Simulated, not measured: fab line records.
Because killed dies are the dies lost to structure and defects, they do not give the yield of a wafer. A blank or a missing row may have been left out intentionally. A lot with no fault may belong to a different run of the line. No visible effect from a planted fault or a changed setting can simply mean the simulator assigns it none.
fab line records | flow rit_cmos
record: lots: 5 | wafers: 27
route steps=202 shown ACTIVE@4 GATE@95 CONTACT@175 M1@192
start_h: the number of hours between the record's first day and the start of the first shown wafer of the lot | wait_h: how many hours have passed since the lot's step before this one | " as in the row above | L1.1+2: a single row standing in for several wafers | - no value present, or no start provided | * or withheld: withheld | < > ~ a bound
route shown NAME@n: NAME is a module with steps in the file, n the number in the route of the first one | usual: mean/standard deviation of fault-free wafers | same: alike in all rows | chamber/n: place in a boat | sites: per-site readings | _std_site: the standard deviation of these | _edge_site: mean of outer sites minus mean of inner sites | radius_mm: for every site, how far away it sits from the centre of the wafer | mask NAME#n: copy n | behind: the tool/chamber that last shaped the wafer | hold: reason for holding the lot/hours on hold/outcome of the hold | device: transistor that didn't switch, given as n, p or np | end of line: the route-end tests of the same wafers | a step without rows: its recipe alone | killed: dies that structure and defects cost at the first sort, which is not the same as the wafer's yield | map: a wafer's dies, x killed, . not, _ none there
set.NAME: the run value of the setting; set.NAME@STEP: its run value at that earlier step | model.NAME: the simulator's own value behind a step, which no gauge read
lots where settings were altered on purpose, with a table for each step and a row for each wafer
== steps ==
step: RIT_ACTIVE_CVD_03
recipe: material: Si3N4 | target_thk_nm: 150 | temp_c: 810 | precursor: SiH2Cl2/NH3 | time_s: 1500 | pressure_mtorr: 300 | sih2cl2_flow_sccm: 60 | nh3_flow_sccm: 150
lot.wafer | tool     | chamber | start_h | wait_h | set.time_s | model.Si3N4_of_ACTIVE_CVD_03.thk_nm
L074.1    | -        | -       | -       | 0.1    | 1500       | 147.2
L074.2    | "        | -       | "       | "      | 1500       | 145.7
L074.3+5  | "        | -       | "       | "      | 1500       | 146.9
L074.4    | "        | -       | "       | "      | 1500       | 147.1
L074.6    | "        | -       | "       | "      | 1500       | 146.3
L080.1    | -        | -       | -       | 0.1    | 2058       | 204.7
L080.2    | "        | -       | "       | "      | 2058       | 204.8
L080.3    | "        | -       | "       | "      | 2058       | 204.6
L080.4    | "        | -       | "       | "      | 2058       | 203.3
L080.5    | "        | -       | "       | "      | 2058       | 206
L080.6    | "        | -       | "       | "      | 2058       | 204.4
L081.1    | lpcvd-02 | 0       | 47.74   | 0.7    | 1500       | 148.9
L081.4    | "        | 0       | "       | "      | 1500       | 147.3
L081.6    | "        | 0       | "       | "      | 1500       | 148.6
L084.1    | -        | -       | -       | 0.1    | 1836       | 184.3
L084.2    | "        | -       | "       | "      | 1836       | 183.7
L084.3    | "        | -       | "       | "      | 1836       | 183.1
L084.4    | "        | -       | "       | "      | 1836       | 184.9
L084.5    | "        | -       | "       | "      | 1836       | 184.7
L084.6    | "        | -       | "       | "      | 1836       | 183.8
L085.1    | -        | -       | -       | 0.1    | 1880       | 187.2
L085.2    | "        | -       | "       | "      | 1880       | 188.4
L085.3    | "        | -       | "       | "      | 1880       | 189.7
L085.4    | "        | -       | "       | "      | 1880       | 187.6
L085.5    | "        | -       | "       | "      | 1880       | 189
L085.6    | "        | -       | "       | "      | 1880       | 188.3
step: RIT_ACTIVE_THK_MEAS_04
recipe: reads: Si3N4_of_ACTIVE_CVD_03
usual: ACTIVE_NITRIDE_THK: 149.7/1.5
lot.wafer | tool          | chamber | start_h | wait_h | set.time_s@ACTIVE_CVD_03 | ACTIVE_NITRIDE_THK[nm]
L074.1    | film_metro-02 | -       | -       | -      | 1500                     | 147.3
L074.2    | "             | -       | "       | "      | 1500                     | 145.9
L074.3    | "             | -       | "       | "      | 1500                     | 146.8
L074.4    | "             | -       | "       | "      | 1500                     | 147.0
L074.5    | "             | -       | "       | "      | 1500                     | 146.9
L074.6    | "             | -       | "       | "      | 1500                     | 146.4
L080.1    | film_metro-02 | -       | -       | -      | 2058                     | 204.6
L080.2    | "             | -       | "       | "      | 2058                     | 204.9
L080.3    | "             | -       | "       | "      | 2058                     | 204.5
L080.4    | "             | -       | "       | "      | 2058                     | 203.2
L080.5    | "             | -       | "       | "      | 2058                     | 206.1
L080.6    | "             | -       | "       | "      | 2058                     | 204.5
L081.1    | film_metro-02 | -       | 49.16   | 0.0    | 1500                     | 148.9
L081.4    | "             | -       | "       | "      | 1500                     | 147.2
L081.6    | "             | -       | "       | "      | 1500                     | 148.6
L084.1    | film_metro-02 | -       | -       | -      | 1836                     | 184.3
L084.2    | "             | -       | "       | "      | 1836                     | 183.7
L084.3    | "             | -       | "       | "      | 1836                     | 183.0
L084.4    | "             | -       | "       | "      | 1836                     | 185.0
L084.5    | "             | -       | "       | "      | 1836                     | 184.7
L084.6    | "             | -       | "       | "      | 1836                     | 183.9
L085.1    | film_metro-03 | -       | -       | -      | 1880                     | 187.1
L085.2    | "             | -       | "       | "      | 1880                     | 188.5
L085.3    | "             | -       | "       | "      | 1880                     | 189.9
L085.4    | "             | -       | "       | "      | 1880                     | 187.7
L085.5    | "             | -       | "       | "      | 1880                     | 189.0
L085.6    | "             | -       | "       | "      | 1880                     | 188.5
step: RIT_ACTIVE_HMDS_05
recipe: prime_time_s: 60 | prime_temp_c: 140
step: RIT_ACTIVE_COAT_06
recipe: resist: NOVOLAK | spin_rpm: 3250 | resist_thk_nm: 1000
step: RIT_ACTIVE_HARDBAKE_12
recipe: resist: NOVOLAK | temp_c: 140 | time_s: 60
step: RIT_ACTIVE_ETCH_13
recipe: stop_on: SiO2 | chemistry: SF6 | target: Si3N4 | time_s: 210 | over_etch_frac: 0.4 | SF6_flow_sccm: 200 | pressure_mtorr: 260 | rf_w: 125 | target_depth_a: 2100
usual: oes_product_au: 0.812/0.014
lot.wafer | tool        | chamber | start_h | wait_h | set.time_s@ACTIVE_CVD_03 | oes_product_au | model.ACTIVE.feature_depth_nm | model.etch.depth_nm
L074.1    | rie_diel-01 | 2       | 14.71   | 0.1    | 1500                     | 0.783          | 147.6                         | 147.2
L074.2    | "           | 1       | "       | "      | 1500                     | 0.806          | 147.1                         | 145.7
L074.3    | "           | 0       | "       | "      | 1500                     | 0.810          | 147.2                         | 146.9
L074.4    | "           | 3       | "       | "      | 1500                     | 0.795          | 147.1                         | 147.1
L074.5    | "           | 0       | "       | "      | 1500                     | 0.804          | 147.2                         | 146.9
L074.6    | "           | 1       | "       | "      | 1500                     | 0.800          | 147.7                         | 146.3
L080.1    | rie_diel-03 | 1       | 44.71   | 0.1    | 2058                     | 0.978          | 205.3                         | 204.7
L080.2    | "           | 0       | "       | "      | 2058                     | 0.968          | 205.5                         | 204.8
L080.3    | "           | 3       | "       | "      | 2058                     | 0.987          | 205                           | 204.6
L080.4    | "           | 2       | "       | "      | 2058                     | 0.972          | 203.7                         | 203.3
L080.5    | "           | 0       | "       | "      | 2058                     | 0.975          | 206.6                         | 206
L080.6    | "           | 1       | "       | "      | 2058                     | 0.984          | 205                           | 204.4
L081.1    | rie_diel-04 | 2       | 50.47   | 0.1    | 1500                     | 0.812          | 148.9                         | 148.9
L081.4    | "           | 0       | "       | "      | 1500                     | 0.820          | 147.4                         | 147.3
L081.6    | "           | 0       | "       | "      | 1500                     | 0.825          | 148.8                         | 148.6
L084.1    | rie_diel-04 | 3       | 64.71   | 0.1    | 1836                     | 0.896          | 184.3                         | 184.3
L084.2    | "           | 1       | "       | "      | 1836                     | 0.931          | 185.2                         | 183.7
L084.3    | "           | 0       | "       | "      | 1836                     | 0.926          | 183.2                         | 183.1
L084.4    | "           | 2       | "       | "      | 1836                     | 0.912          | 184.9                         | 184.9
L084.5    | "           | 1       | "       | "      | 1836                     | 0.939          | 186.2                         | 184.7
L084.6    | "           | 0       | "       | "      | 1836                     | 0.932          | 184                           | 183.8
L085.1    | rie_diel-01 | 1       | 69.83   | 0.1    | 1880                     | 0.924          | 188.5                         | 187.2
L085.2    | "           | 0       | "       | "      | 1880                     | 0.919          | 188.7                         | 188.4
L085.3    | "           | 3       | "       | "      | 1880                     | 0.911          | 189.7                         | 189.7
L085.4    | "           | 2       | "       | "      | 1880                     | 0.907          | 188.1                         | 187.6
L085.5    | "           | 0       | "       | "      | 1880                     | 0.931          | 189.3                         | 189
L085.6    | "           | 3       | "       | "      | 1880                     | 0.911          | 188.3                         | 188.3
step: RIT_GATE_ETCH_19
recipe: chemistry: SF6/CHF3/O2 | time_s: 165 | SF6_flow_sccm: 30 | CHF3_flow_sccm: 30 | O2_flow_sccm: 5 | target: poly-Si | pressure_mtorr: 40 | rf_w: 160 | target_depth_a: 3125 | over_etch_frac: 0.25 | stop_on: SiO2
usual: oes_product_au: 0.845/0.017
lot.wafer | tool      | chamber | start_h | wait_h | set.target_depth_a | oes_product_au | model.NOVOLAK_of_GATE_COAT_11.thk_nm
L074.1    | rie_si-01 | 2       | 37.96   | 0.1    | 3125               | 0.851          | 670.1
L074.2    | "         | 0       | "       | "      | 3125               | 0.825          | 670.8
L074.3    | "         | 3       | "       | "      | 3125               | 0.831          | 669.1
L074.4    | "         | 2       | "       | "      | 3125               | 0.851          | 670.4
L074.5    | "         | 3       | "       | "      | 3125               | 0.837          | 670.8
L074.6    | "         | 0       | "       | "      | 3125               | 0.824          | 673.2
L080.1    | rie_si-01 | 0       | 66.44   | 0.1    | 3125               | 0.826          | 667.5
L080.2    | "         | 3       | "       | "      | 3125               | 0.837          | 666.2
L080.3    | "         | 2       | "       | "      | 3125               | 0.852          | 667
L080.4    | "         | 0       | "       | "      | 3125               | 0.834          | 670.1
L080.5    | "         | 2       | "       | "      | 3125               | 0.857          | 664.6
L080.6    | "         | 3       | "       | "      | 3125               | 0.833          | 665.9
L081.1    | rie_si-02 | 1       | 72.43   | 0.1    | 3125               | 0.850          | 674.8
L081.4    | "         | 2       | "       | "      | 3125               | 0.829          | 673.8
L081.6    | "         | 1       | "       | "      | 3125               | 0.856          | 673.9
L084.1    | rie_si-01 | 3       | 86.25   | 0.1    | 3125               | 0.835          | 671.9
L084.2    | "         | 1       | "       | "      | 3125               | 0.878          | 672.4
L084.3    | "         | 0       | "       | "      | 3125               | 0.829          | 671.2
L084.4    | "         | 1       | "       | "      | 4647               | 0.679          | 633.4
L084.5    | "         | 3       | "       | "      | 4647               | 0.643          | 630.3
L084.6    | "         | 0       | "       | "      | 4647               | 0.642          | 631.3
L085.1    | rie_si-02 | 2       | 92.75   | 0.1    | 3125               | 0.829          | 668.1
L085.2    | "         | 0       | "       | "      | 1523               | 1.032          | 715.5
L085.3    | "         | 1       | "       | "      | 3125               | 0.849          | 667.3
L085.4    | "         | 3       | "       | "      | 3125               | 0.838          | 669
L085.5    | "         | 3       | "       | "      | 1523               | 0.999          | 711.7
L085.6    | "         | 0       | "       | "      | 1523               | 1.027          | 713.5
step: RIT_CONTACT_DEVELOP_07
recipe: resist: NOVOLAK | develop_time_s: 120 | dev_temp_c: 23
lot.wafer        | tool           | chamber | start_h | wait_h | set.develop_time_s
L074.1+2+5       | litho_track-02 | 0       | -       | -      | 120
L074.3+4+6       | "              | 0       | "       | "      | 82.01
L080.1+2+4       | litho_track-01 | 0       | -       | -      | 120
L080.3+5+6       | "              | 0       | "       | "      | 51.39
L081.1+4+6       | litho_track-01 | 0       | -       | -      | 120
L084.1+2+3+4+5+6 | litho_track-01 | 0       | -       | -      | 120
L085.1+2+6       | litho_track-02 | 0       | -       | -      | 157.7
L085.3+4+5       | "              | 0       | "       | "      | 120
step: RIT_CONTACT_CD_MEAS_08
recipe: target_cd_nm: 1000
usual: cd_nm: 1001.0/2.1
lot.wafer | tool      | chamber | start_h | wait_h | set.develop_time_s@CONTACT_DEVELOP_07 | cd_nm
L074.1    | cd_sem-01 | -       | 53.79   | -      | 120                                   | 1003.8
L074.2    | "         | -       | "       | "      | 120                                   | 1001.8
L074.3    | "         | -       | "       | "      | 82.01                                 | 970.0
L074.4    | "         | -       | "       | "      | 82.01                                 | 969.6
L074.5    | "         | -       | "       | "      | 120                                   | 1003.0
L074.6    | "         | -       | "       | "      | 82.01                                 | 969.7
L080.1    | cd_sem-01 | -       | 81.27   | -      | 120                                   | 1001.0
L080.2    | "         | -       | "       | "      | 120                                   | 1002.4
L080.3    | "         | -       | "       | "      | 51.39                                 | 929.4
L080.4    | "         | -       | "       | "      | 120                                   | 1003.2
L080.5    | "         | -       | "       | "      | 51.39                                 | 925.3
L080.6    | "         | -       | "       | "      | 51.39                                 | 928.0
L081.1    | cd_sem-01 | -       | 86.97   | -      | 120                                   | 998.8
L081.4    | "         | -       | "       | "      | 120                                   | 999.9
L081.6    | "         | -       | "       | "      | 120                                   | 998.8
L084.1    | cd_sem-01 | -       | 101.31  | -      | 120                                   | 997.6
L084.2    | "         | -       | "       | "      | 120                                   | 996.1
L084.3    | "         | -       | "       | "      | 120                                   | 998.9
L084.4    | "         | -       | "       | "      | 120                                   | 998.0
L084.5    | "         | -       | "       | "      | 120                                   | 999.3
L084.6    | "         | -       | "       | "      | 120                                   | 999.4
L085.1    | cd_sem-01 | -       | 108.16  | -      | 157.7                                 | 1026.2
L085.2    | "         | -       | "       | "      | 157.7                                 | 1024.1
L085.3    | "         | -       | "       | "      | 120                                   | 1003.8
L085.4    | "         | -       | "       | "      | 120                                   | 1004.2
L085.5    | "         | -       | "       | "      | 120                                   | 1004.5
L085.6    | "         | -       | "       | "      | 157.7                                 | 1027.6
step: RIT_CONTACT_HARDBAKE_10
recipe: resist: NOVOLAK | temp_c: 140 | time_s: 60
step: RIT_CONTACT_ETCH_11
recipe: target_depth_a: 4800 | over_etch_frac: 0.2 | stop_on: TiSi2 | chemistry: CHF3/CF4/Ar | target: SiO2 | CHF3_flow_sccm: 50 | cf4_flow_sccm: 10 | Ar_flow_sccm: 100 | O2_flow_sccm: 5 | pressure_mtorr: 100 | rf_w: 200 | time_s: 320
lot.wafer | tool        | chamber | start_h | wait_h | set.develop_time_s@CONTACT_DEVELOP_07 | model.CONTACT.cd_nm
L074.1    | rie_diel-04 | 2       | 54.13   | 0.1    | 120                                   | 1004
L074.2    | "           | 0       | "       | "      | 120                                   | 1002
L074.3    | "           | 3       | "       | "      | 82.01                                 | 970.1
L074.4    | "           | 1       | "       | "      | 82.01                                 | 969.9
L074.5    | "           | 2       | "       | "      | 120                                   | 1003
L074.6    | "           | 3       | "       | "      | 82.01                                 | 969.5
L080.1    | rie_diel-02 | 3       | 81.58   | 0.1    | 120                                   | 1001
L080.2    | "           | 2       | "       | "      | 120                                   | 1002
L080.3    | "           | 0       | "       | "      | 51.39                                 | 929.4
L080.4    | "           | 1       | "       | "      | 120                                   | 1003
L080.5    | "           | 3       | "       | "      | 51.39                                 | 925.3
L080.6    | "           | 0       | "       | "      | 51.39                                 | 928
L081.1    | rie_diel-04 | 0       | 87.28   | 0.1    | 120                                   | 998.6
L081.4    | "           | 0       | "       | "      | 120                                   | 999.2
L081.6    | "           | 3       | "       | "      | 120                                   | 998.7
L084.1    | rie_diel-04 | 0       | 101.61  | 0.1    | 120                                   | 996.8
L084.2    | "           | 3       | "       | "      | 120                                   | 995.5
L084.3    | "           | 2       | "       | "      | 120                                   | 999
L084.4    | "           | 1       | "       | "      | 120                                   | 997.7
L084.5    | "           | 0       | "       | "      | 120                                   | 998.7
L084.6    | "           | 1       | "       | "      | 120                                   | 999.5
L085.1    | rie_diel-04 | 2       | 108.47  | 0.1    | 157.7                                 | 1026
L085.2    | "           | 0       | "       | "      | 157.7                                 | 1024
L085.3+4  | "           | 1,3     | "       | "      | 120                                   | 1004
L085.5    | "           | 0       | "       | "      | 120                                   | 1005
L085.6    | "           | 3       | "       | "      | 157.7                                 | 1027
step: RIT_CONTACT_STRIP_12
recipe: chemistry: O2 | time_s: 180 | resist: NOVOLAK | platen_temp_c: withheld | power_w: 500 | pressure_mtorr: 4000 | o2_flow_sccm: 4000
step: RIT_CONTACT_CD_MEAS_90
recipe: target_cd_nm: 1000
usual: cd_nm: 1001.0/2.2
lot.wafer | tool      | chamber | start_h | wait_h | set.develop_time_s@CONTACT_DEVELOP_07 | cd_nm
L074.1    | cd_sem-01 | -       | 54.59   | 0.2    | 120                                   | 1003.8
L074.2    | "         | -       | "       | "      | 120                                   | 1001.6
L074.3    | "         | -       | "       | "      | 82.01                                 | 969.7
L074.4    | "         | -       | "       | "      | 82.01                                 | 970.4
L074.5    | "         | -       | "       | "      | 120                                   | 1002.7
L074.6    | "         | -       | "       | "      | 82.01                                 | 969.8
L080.1    | cd_sem-01 | -       | 81.95   | 0.1    | 120                                   | 1001.1
L080.2    | "         | -       | "       | "      | 120                                   | 1001.8
L080.3    | "         | -       | "       | "      | 51.39                                 | 929.6
L080.4    | "         | -       | "       | "      | 120                                   | 1003.0
L080.5    | "         | -       | "       | "      | 51.39                                 | 925.6
L080.6    | "         | -       | "       | "      | 51.39                                 | 927.9
L081.1    | cd_sem-02 | -       | 87.65   | 0.1    | 120                                   | 998.4
L081.4    | "         | -       | "       | "      | 120                                   | 999.2
L081.6    | "         | -       | "       | "      | 120                                   | 998.6
L084.1    | cd_sem-01 | -       | 101.98  | 0.1    | 120                                   | 997.1
L084.2    | "         | -       | "       | "      | 120                                   | 995.3
L084.3    | "         | -       | "       | "      | 120                                   | 999.0
L084.4    | "         | -       | "       | "      | 120                                   | 997.6
L084.5    | "         | -       | "       | "      | 120                                   | 998.6
L084.6    | "         | -       | "       | "      | 120                                   | 999.2
L085.1    | cd_sem-02 | -       | 108.84  | 0.1    | 157.7                                 | 1025.7
L085.2    | "         | -       | "       | "      | 157.7                                 | 1023.9
L085.3    | "         | -       | "       | "      | 120                                   | 1003.4
L085.4    | "         | -       | "       | "      | 120                                   | 1004.0
L085.5    | "         | -       | "       | "      | 120                                   | 1005.0
L085.6    | "         | -       | "       | "      | 157.7                                 | 1027.0
step: RIT_M1_DEVELOP_08
recipe: resist: NOVOLAK | develop_time_s: 68 | dev_temp_c: 23
lot.wafer  | tool           | chamber | start_h | wait_h | set.develop_time_s
L074.1+2+4 | litho_track-03 | 0       | -       | -      | 68
L074.3+5+6 | "              | 0       | "       | "      | 38.92
L080.1+3+5 | litho_track-01 | 0       | -       | -      | 68
L080.2+4+6 | "              | 0       | "       | "      | 36.6
L081.1+4+6 | litho_track-01 | 0       | -       | -      | 68
L084.1+4+6 | litho_track-02 | 0       | -       | -      | 68
L084.2+3+5 | "              | 0       | "       | "      | 103.9
L085.1+4+6 | litho_track-01 | 0       | -       | -      | 68
L085.2+3+5 | "              | 0       | "       | "      | 42.06
step: RIT_M1_CD_MEAS_09
recipe: target_cd_nm: 2600
usual: cd_nm: 2600.9/1.9
lot.wafer | tool      | chamber | start_h | wait_h | set.develop_time_s@M1_DEVELOP_08 | cd_nm
L074.1    | cd_sem-01 | -       | 56.84   | -      | 68                               | 2599.5
L074.2    | "         | -       | "       | "      | 68                               | 2603.2
L074.3    | "         | -       | "       | "      | 38.92                            | 2656.7
L074.4    | "         | -       | "       | "      | 68                               | 2601.6
L074.5    | "         | -       | "       | "      | 38.92                            | 2657.6
L074.6    | "         | -       | "       | "      | 38.92                            | 2656.7
L080.1    | cd_sem-01 | -       | 84.11   | -      | 68                               | 2601.7
L080.2    | "         | -       | "       | "      | 36.6                             | 2662.5
L080.3    | "         | -       | "       | "      | 68                               | 2600.1
L080.4    | "         | -       | "       | "      | 36.6                             | 2662.5
L080.5    | "         | -       | "       | "      | 68                               | 2601.0
L080.6    | "         | -       | "       | "      | 36.6                             | 2664.9
L081.1    | cd_sem-02 | -       | 89.65   | -      | 68                               | 2603.3
L081.4    | "         | -       | "       | "      | 68                               | 2600.6
L081.6    | "         | -       | "       | "      | 68                               | 2601.1
L084.1    | cd_sem-01 | -       | 103.95  | -      | 68                               | 2604.3
L084.2    | "         | -       | "       | "      | 103.9                            | 2567.3
L084.3    | "         | -       | "       | "      | 103.9                            | 2564.0
L084.4    | "         | -       | "       | "      | 68                               | 2602.1
L084.5    | "         | -       | "       | "      | 103.9                            | 2567.2
L084.6    | "         | -       | "       | "      | 68                               | 2604.1
L085.1    | cd_sem-01 | -       | 110.79  | -      | 68                               | 2601.2
L085.2    | "         | -       | "       | "      | 42.06                            | 2650.3
L085.3    | "         | -       | "       | "      | 42.06                            | 2646.1
L085.4    | "         | -       | "       | "      | 68                               | 2602.4
L085.5    | "         | -       | "       | "      | 42.06                            | 2650.1
L085.6    | "         | -       | "       | "      | 68                               | 2601.8
step: RIT_M1_HARDBAKE_11
recipe: resist: NOVOLAK | temp_c: 140 | time_s: 120
step: RIT_M1_METAL_ETCH_12
recipe: stop_on: SiO2 | chemistry: Cl2/BCl3 | target: Al | time_s: 165 | over_etch_frac: 0.5 | pressure_mtorr: 100 | target_depth_a: 6000 | rf_w: 250 | Cl2_flow_sccm: 60 | bcl3_flow_sccm: 50
lot.wafer | tool         | chamber | start_h | wait_h | set.develop_time_s@M1_DEVELOP_08 | model.M1.cd_nm
L074.1    | rie_metal-01 | 1       | 57.40   | 0.2    | 68                               | 2602
L074.2    | "            | 0       | "       | "      | 68                               | 2603
L074.3    | "            | 1       | "       | "      | 38.92                            | 2657
L074.4    | "            | 0       | "       | "      | 68                               | 2601
L074.5+6  | "            | 0,1     | "       | "      | 38.92                            | 2658
L080.1    | rie_metal-01 | 0       | 84.51   | 0.2    | 68                               | 2600
L080.2    | "            | 1       | "       | "      | 36.6                             | 2661
L080.3    | "            | 0       | "       | "      | 68                               | 2598
L080.4    | "            | 1       | "       | "      | 36.6                             | 2663
L080.5    | "            | 0       | "       | "      | 68                               | 2599
L080.6    | "            | 1       | "       | "      | 36.6                             | 2666
L081.1    | rie_metal-04 | 1       | 90.05   | 0.2    | 68                               | 2604
L081.4+6  | "            | 0       | "       | "      | 68                               | 2600
L084.1    | rie_metal-04 | 1       | 104.36  | 0.2    | 68                               | 2607
L084.2    | "            | 0       | "       | "      | 103.9                            | 2568
L084.3    | "            | 0       | "       | "      | 103.9                            | 2564
L084.4    | "            | 1       | "       | "      | 68                               | 2604
L084.5    | "            | 1       | "       | "      | 103.9                            | 2569
L084.6    | "            | 0       | "       | "      | 68                               | 2605
L085.1+6  | rie_metal-03 | 0,1     | 111.33  | 0.2    | 68                               | 2601
L085.2+5  | "            | 1,0     | "       | "      | 42.06                            | 2650
L085.3    | "            | 0       | "       | "      | 42.06                            | 2647
L085.4    | "            | 1       | "       | "      | 68                               | 2603
step: RIT_M1_STRIP_13
recipe: chemistry: nmp | resist: NOVOLAK | temp_c: 80 | time_s: 600 | dry: n2_spin
step: RIT_M1_STRIP_14
recipe: chemistry: O2 | time_s: 180 | platen_temp_c: withheld | power_w: 500 | pressure_mtorr: 4000 | o2_flow_sccm: 4000
step: RIT_M1_CD_MEAS_90
recipe: target_cd_nm: 2600
usual: cd_nm: 2601.1/2.1
lot.wafer | tool      | chamber | start_h | wait_h | set.develop_time_s@M1_DEVELOP_08 | cd_nm
L074.1    | cd_sem-01 | -       | 57.91   | 0.1    | 68                               | 2601.2
L074.2    | "         | -       | "       | "      | 68                               | 2602.6
L074.3    | "         | -       | "       | "      | 38.92                            | 2657.3
L074.4    | "         | -       | "       | "      | 68                               | 2600.7
L074.5    | "         | -       | "       | "      | 38.92                            | 2657.8
L074.6    | "         | -       | "       | "      | 38.92                            | 2658.2
L080.1    | cd_sem-02 | -       | 85.23   | 0.1    | 68                               | 2599.7
L080.2    | "         | -       | "       | "      | 36.6                             | 2661.1
L080.3    | "         | -       | "       | "      | 68                               | 2597.5
L080.4    | "         | -       | "       | "      | 36.6                             | 2663.4
L080.5    | "         | -       | "       | "      | 68                               | 2599.1
L080.6    | "         | -       | "       | "      | 36.6                             | 2666.0
L081.1    | cd_sem-02 | -       | 90.57   | 0.1    | 68                               | 2604.3
L081.4    | "         | -       | "       | "      | 68                               | 2600.4
L081.6    | "         | -       | "       | "      | 68                               | 2600.0
L084.1    | cd_sem-02 | -       | 104.87  | 0.1    | 68                               | 2607.5
L084.2    | "         | -       | "       | "      | 103.9                            | 2567.3
L084.3    | "         | -       | "       | "      | 103.9                            | 2564.6
L084.4    | "         | -       | "       | "      | 68                               | 2604.2
L084.5    | "         | -       | "       | "      | 103.9                            | 2568.9
L084.6    | "         | -       | "       | "      | 68                               | 2604.9
L085.1    | cd_sem-01 | -       | 111.84  | 0.1    | 68                               | 2600.8
L085.2    | "         | -       | "       | "      | 42.06                            | 2649.8
L085.3    | "         | -       | "       | "      | 42.06                            | 2647.4
L085.4    | "         | -       | "       | "      | 68                               | 2603.1
L085.5    | "         | -       | "       | "      | 42.06                            | 2649.8
L085.6    | "         | -       | "       | "      | 68                               | 2601.1
step: RIT_M1_ANNEAL_15
recipe: temp_c: 450 | time_s: 1800 | ambient: forming_gas_H2N2
step: RIT_M1_PROBE_99
lot.wafer  | tool      | chamber | start_h | wait_h | set.develop_time_s@M1_DEVELOP_08 | model.etest.m1.width_nm
L074.1     | prober-01 | -       | 59.96   | 0.1    | 68                               | 2601
L074.2     | prober-01 | -       | 60.01   | 0.1    | 68                               | 2600
L074.3     | prober-01 | -       | 60.06   | 0.2    | 38.92                            | 2657
L074.4     | prober-01 | -       | 60.11   | 0.2    | 68                               | 2608
L074.5     | prober-01 | -       | 60.16   | 0.2    | 38.92                            | 2662
L074.6     | prober-01 | -       | 60.21   | 0.2    | 38.92                            | 2663
L080.1+5   | prober-01 | -       | 86.97   | 0.1    | 68                               | 2599
L080.2     | prober-01 | -       | 87.02   | 0.1    | 36.6                             | 2661
L080.3     | prober-01 | -       | 87.07   | 0.2    | 68                               | 2603
L080.4     | prober-01 | -       | 87.12   | 0.2    | 36.6                             | 2671
L080.6     | prober-01 | -       | 87.22   | 0.2    | 36.6                             | 2664
L081.1+4+6 | prober-02 | -       | 93.58   | 0.1    | 68                               | 2601
L084.1     | prober-01 | -       | 106.61  | 0.1    | 68                               | 2609
L084.2     | prober-01 | -       | 106.66  | 0.1    | 103.9                            | 2571
L084.3     | prober-01 | -       | 106.71  | 0.2    | 103.9                            | 2562
L084.4     | prober-01 | -       | 106.76  | 0.2    | 68                               | 2610
L084.5     | prober-01 | -       | 106.81  | 0.2    | 103.9                            | 2566
L084.6     | prober-01 | -       | 106.86  | 0.2    | 68                               | 2604
L085.1+4   | prober-02 | -       | 113.58  | 0.1    | 68                               | 2600
L085.2     | prober-02 | -       | 113.63  | 0.1    | 42.06                            | 2648
L085.3     | prober-02 | -       | 113.68  | 0.2    | 42.06                            | 2645
L085.5     | prober-02 | -       | 113.78  | 0.2    | 42.06                            | 2652
L085.6     | prober-02 | -       | 113.83  | 0.2    | 68                               | 2597
killed by level:class
L081.1 GATE:geometric_particle:short=2 GATE:geometric_particle:open=2 REOX:geometric_particle:open=1 SPACER:geometric_particle:short=1
L081.4 GATE:geometric_particle:short=3 FOX1:geometric_particle:short=1 FOX2:geometric_particle:open=1 GATE:geometric_particle:open=1
L081.6 GATE:geometric_particle:short=2 FOX1:geometric_particle:short=1 GATE:geometric_particle:open=1
== key ==
split: step: RIT_ACTIVE_CVD_03 | setting: time_s | stated: 1500 | by: lot
response: step: RIT_ACTIVE_CVD_03 | reading: model.Si3N4_of_ACTIVE_CVD_03.thk_nm | change: +1.57 | per: 1% | r: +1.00
response: step: RIT_ACTIVE_THK_MEAS_04 | reading: ACTIVE_NITRIDE_THK | change: +1.57 | per: 1% | r: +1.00
response: step: RIT_ACTIVE_ETCH_13 | reading: oes_product_au | change: +0.00461 | per: 1% | r: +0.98
response: step: RIT_ACTIVE_ETCH_13 | reading: model.ACTIVE.feature_depth_nm | change: +1.57 | per: 1% | r: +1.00
response: step: RIT_ACTIVE_ETCH_13 | reading: model.etch.depth_nm | change: +1.57 | per: 1% | r: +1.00
split: step: RIT_GATE_ETCH_19 | setting: target_depth_a | stated: 3125 | by: wafer
response: step: RIT_GATE_ETCH_19 | reading: oes_product_au | change: -0.00373 | per: 1% | r: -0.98
response: step: RIT_GATE_ETCH_19 | reading: model.NOVOLAK_of_GATE_COAT_11.thk_nm | change: -0.857 | per: 1% | r: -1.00
split: step: RIT_CONTACT_DEVELOP_07 | setting: develop_time_s | stated: 120 | by: wafer
response: step: RIT_CONTACT_CD_MEAS_08 | reading: cd_nm | change: +1.14 | per: 1% | r: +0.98
response: step: RIT_CONTACT_ETCH_11 | reading: model.CONTACT.cd_nm | change: +1.14 | per: 1% | r: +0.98
response: step: RIT_CONTACT_CD_MEAS_90 | reading: cd_nm | change: +1.13 | per: 1% | r: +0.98
split: step: RIT_M1_DEVELOP_08 | setting: develop_time_s | stated: 68 | by: wafer
response: step: RIT_M1_CD_MEAS_09 | reading: cd_nm | change: -1.1 | per: 1% | r: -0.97
response: step: RIT_M1_METAL_ETCH_12 | reading: model.M1.cd_nm | change: -1.12 | per: 1% | r: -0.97
response: step: RIT_M1_CD_MEAS_90 | reading: cd_nm | change: -1.13 | per: 1% | r: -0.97
response: step: RIT_M1_PROBE_99 | reading: model.etest.m1.width_nm | change: -1.16 | per: 1% | r: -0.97
